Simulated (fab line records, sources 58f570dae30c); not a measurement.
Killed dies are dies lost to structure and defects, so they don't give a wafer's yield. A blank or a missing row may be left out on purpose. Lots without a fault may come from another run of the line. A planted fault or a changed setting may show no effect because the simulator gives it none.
fab line records | flow berkeley_cmos170
record lots=7 wafers=21 last_day=13
route steps=331 shown M2@271
lots that met no fault: from a run of the same line without faults
start_h: hours from the record's first day to the start of the lot's first wafer shown | wait_h: hours since the lot's step before | " the same as in the row above | L1.1+2: a row that stands for several wafers | - no value, or no start given | * or withheld: withheld | < > ~ a bound
route shown NAME@n: a module of which the file shows steps, and the number in the route of the first | usual: mean/standard deviation of fault-free wafers | same: alike in all rows | chamber/n: place in a boat | sites: the reading at each site | _std_site: their standard deviation | _edge_site: outer sites' mean less inner sites' | radius_mm: how far each site lies from the wafer's centre | mask NAME#n: copy n | behind: the tool/chamber that last shaped the wafer | hold: why the lot was held/for how many hours/how that ended | device: the transistor (n, p or np) that didn't switch | end of line: the same wafers' tests at the end of the route | a step without rows: its recipe alone | killed: dies lost to structure and defects at the first sort, not the wafer's yield | map: a wafer's dies, x killed, . not, _ none there
set.NAME: the setting as run; set.NAME@STEP: as run at that earlier step | model.NAME: the simulator's own value behind a step, which no gauge read
lots at some steps of the route; a table a step, a row a wafer
services: from which hour (start_h, from the record's first day; less than 0 if before it) a tool's chamber was out of use, for how many hours, and why
## steps
# step UCB170_M2_PRE_CLEAN_00
# recipe gas=Ar preclean_etch_time_s=60
# step UCB170_M2_SPUTTER_01
# recipe material=Al target_thk_nm=900 time_s=120 power_w=6000 chamber_pressure_pa=0.5
# usual throttle_valve_pct=29.6/1.4
# columns lot.wafer tool chamber start_h wait_h throttle_valve_pct
L401.2 pvd_sputter-01 - 198.39 0.0 30.2
L401.5 " - " " 28.8
L401.6 " - " " 27.0
L405.1 pvd_sputter-04 - 212.35 0.0 31.5
L405.2 " - " " 31.8
L405.4 " - " " 29.2
L411.3 pvd_sputter-03 - 245.49 0.0 30.7
L411.4 " - " " 30.1
L411.6 " - " " 30.1
L410.1 pvd_sputter-04 - 246.16 0.0 29.3
L410.2 " - " " 28.6
L410.6 " - " " 29.4
L412.1 pvd_sputter-01 - 247.53 0.0 30.1
L412.2 " - " " 28.7
L412.3 " - " " 26.9
L418.2 pvd_sputter-04 - 300.80 0.0 31.6
L418.3 " - " " 29.1
L418.6 " - " " 31.7
L419.1 pvd_sputter-01 - 304.52 0.0 29.7
L419.4 " - " " 26.7
L419.6 " - " " 28.7
# step UCB170_M2_RS_MEAS_02
# recipe thk_meas_gauge=four-point-probe reads=Al_of_M2_SPUTTER_01
# usual M2_AL_RS=0.0320/0.00033
# columns lot.wafer tool chamber start_h wait_h M2_AL_RS[ohm/sq]
L401.2 film_metro-04 - 198.50 0.1 0.0320
L401.5 " - " " 0.0322
L401.6 " - " " 0.0321
L405.1 film_metro-02 - 212.43 0.0 0.0319
L405.2 " - " " 0.0318
L405.4 " - " " 0.0319
L411.3 film_metro-04 - 245.61 0.1 0.0325
L411.4 " - " " 0.0323
L411.6 " - " " 0.0319
L410.1 film_metro-04 - 246.24 0.0 0.0317
L410.2 " - " " 0.0320
L410.6 " - " " 0.0320
L412.1 film_metro-02 - 247.62 0.0 0.0318
L412.2 " - " " 0.0320
L412.3 " - " " 0.0321
L418.2 film_metro-04 - 300.90 0.1 0.0322
L418.3 " - " " 0.0316
L418.6 " - " " 0.0320
L419.1 film_metro-02 - 304.60 0.0 0.0317
L419.4 " - " " 0.0318
L419.6 " - " " 0.0317
# step UCB170_M2_THK_MEAS_03
# recipe thk_meas_gauge=xrf reads=Al_of_M2_SPUTTER_01
# usual M2_AL_THK=905/11
# columns lot.wafer tool chamber start_h wait_h M2_AL_THK[nm]
L401.2 film_metro-04 - 198.61 0.1 914
L401.5 " - " " 901
L401.6 " - " " 905
L405.1 film_metro-02 - 212.55 0.1 916
L405.2 " - " " 913
L405.4 " - " " 913
L411.3 film_metro-04 - 245.71 0.1 886
L411.4 " - " " 898
L411.6 " - " " 910
L410.1 film_metro-04 - 246.36 0.1 910
L410.2 " - " " 902
L410.6 " - " " 904
L412.1 film_metro-02 - 247.74 0.1 913
L412.2 " - " " 906
L412.3 " - " " 904
L418.2 film_metro-04 - 301.01 0.1 904
L418.3 " - " " 919
L418.6 " - " " 905
L419.1 film_metro-02 - 304.72 0.1 914
L419.4 " - " " 911
L419.6 " - " " 912
# step UCB170_M2_HMDS_04
# recipe prime_time_s=60 prime_temp_c=100
# step UCB170_M2_COAT_05
# recipe resist=KrF spin_rpm=1500 resist_thk_nm=900
# step UCB170_M2_SOFTBAKE_06
# recipe resist=KrF temp_c=130 time_s=60
# step UCB170_M2_STRIP_07
# recipe chemistry=O2 power_w=400 pressure_mtorr=3500 platen_temp_c=withheld o2_flow_sccm=400 overash_fraction=0.5
# usual drypump_motor_current_A=5.5/0.4 oes_product_au=0.734/0.0048 strip_time_to_endpoint_s=21.94/0.062
# columns lot.wafer tool chamber start_h wait_h drypump_motor_current_A oes_product_au rf_hours_counter_h strip_time_to_endpoint_s
L401.2 plasma_asher-02 1 199.11 0.1 5.2 0.734 48 21.97
L401.5 " 0 " " 6.1 0.731 - 22.01
L401.6 " 1 " " 5.2 0.735 - 21.92
L405.1 plasma_asher-04 1 213.06 0.1 5.2 0.733 10 22.02
L405.2 " 0 " " 5.0 0.735 10 21.96
L405.4 " 0 " " 5.0 0.739 - 21.99
L411.3 plasma_asher-02 0 246.32 0.1 6.1 0.725 - 21.98
L411.4 " 1 " " 5.2 0.735 - 22.00
L411.6 " 1 " " 5.2 0.728 - 21.98
L410.1 plasma_asher-02 1 246.87 0.1 5.2 0.734 53 21.93
L410.2 " 0 " " 6.1 0.735 53 21.89
L410.6 " 0 " " 6.1 0.733 - 21.86
L412.1 plasma_asher-03 1 248.25 0.1 5.6 0.735 45 21.96
L412.2 " 0 " " 5.8 0.737 45 21.97
L412.3 " 1 " " 5.6 0.741 - 21.85
L418.2 plasma_asher-02 0 301.51 0.1 6.1 0.734 57 21.99
L418.3 " 1 " " 5.2 0.735 - 22.05
L418.6 " 0 " " 6.1 0.740 - 22.03
L419.1 plasma_asher-04 0 305.23 0.1 5.0 0.736 20 21.93
L419.4 " 1 " " 5.2 0.730 - 21.98
L419.6 " 0 " " 5.0 0.729 - 21.87
# step UCB170_M2_STRIP_08
# recipe chemistry=DMSO temp_c=80 time_s=600 material=KrF
# step UCB170_M2_COAT_09
# recipe resist=BARC temp_c=withheld time_s=withheld spin_rpm=3000 resist_thk_nm=withheld
# step UCB170_M2_COAT_10
# recipe resist=KrF spin_rpm=1500 resist_thk_nm=900
# step UCB170_M2_SOFTBAKE_11
# recipe resist=KrF temp_c=130 time_s=60
# step UCB170_M2_EXPOSE_12
# recipe mask_id=METAL2 target_cd_nm=700 na=0.5 sigma_outer=0.6 source_shape=conventional dose_mj=26
# usual exposure_dose_mJ_cm2=26.17/0.22 focus_offset_nm=0.0/0.53
# columns lot.wafer tool chamber start_h wait_h mask exposure_dose_mJ_cm2 focus_offset_nm
L401.2 krf_scanner-02 0 200.03 - METAL2#0 26.00 -0.5
L401.5 " 0 " " METAL2#0 26.01 0.9
L401.6 " 0 " " METAL2#0 25.97 0.1
L405.1 krf_scanner-02 0 213.80 - METAL2#0 26.02 0.4
L405.2 " 0 " " METAL2#0 26.01 -0.6
L405.4 " 0 " " METAL2#0 25.96 0.7
L411.3 krf_scanner-02 - 247.05 - METAL2#0 - -
L411.4 " - " " METAL2#0 - -
L411.6 " - " " METAL2#0 - -
L410.1 krf_scanner-01 - 247.72 - METAL2#0 - -
L410.2 " - " " METAL2#0 - -
L410.6 " - " " METAL2#0 - -
L412.1 krf_scanner-01 - 248.97 - METAL2#0 - -
L412.2 " - " " METAL2#0 - -
L412.3 " - " " METAL2#0 - -
L418.2 krf_scanner-01 0 302.45 - METAL2#0 26.46 -0.6
L418.3 " 0 " " METAL2#0 26.46 0.6
L418.6 " 0 " " METAL2#0 26.42 0.5
L419.1 krf_scanner-02 0 306.19 - METAL2#0 25.98 0.0
L419.4 " 0 " " METAL2#0 25.96 -0.3
L419.6 " 0 " " METAL2#0 25.97 -0.3
# step UCB170_M2_PEB_13
# recipe peb_temp_c=130 peb_time_s=withheld resist=KrF
## services
# columns tool chamber start_h hours kind
krf_scanner-01 - 182.80 - calibration
pvd_sputter-04 - 198.61 8.8 repair
pvd_sputter-01 - 208.63 25.5 repair
pvd_sputter-04 - 212.51 1.0 repair
krf_scanner-01 - 218.71 4.0 pm
krf_scanner-01 - 224.25 1.3 pm
krf_scanner-01 - 226.46 0.8 repair
krf_scanner-01 - 231.96 0.8 pm
krf_scanner-02 0 233.92 - calibration
pvd_sputter-01 - 237.19 4.7 repair
pvd_sputter-03 - 247.53 3.3 repair
pvd_sputter-01 - 259.26 3.7 repair
krf_scanner-02 - 260.22 7.1 repair
plasma_asher-02 - 287.15 6.9 repair
plasma_asher-03 - 288.63 1.2 repair
plasma_asher-02 - 299.88 1.5 repair
## key
first_sign step=UCB170_M2_EXPOSE_12 reading=tool_record direction=missing
effect none on later readings
met_at UCB170_M2_EXPOSE_12
struck_wafers L410.1,L410.2,L410.6,L411.3,L411.4,L411.6,L412.1,L412.2,L412.3
later_rows_left_out L410.1,L410.2,L410.6,L411.3,L411.4,L411.6,L412.1,L412.2,L412.3
sort_left_out L410.1,L410.2,L410.6,L411.3,L411.4,L411.6,L412.1,L412.2,L412.3
onset_between 213.80 247.05
fault kind=skipped_step_whole tool=krf_scanner-01,krf_scanner-02 chamber=- onset_h=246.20 steps=UCB170_M2_EXPOSE_12 scope=struck_lots_only
# sort_left_out: the simulated sort isn't trusted on such a fault, so these wafers' sort isn't shown, and their yield isn't known
# later_rows_left_out: the simulator's readings of these wafers behind a module that went badly wrong aren't trusted and aren't shown, but for the sort
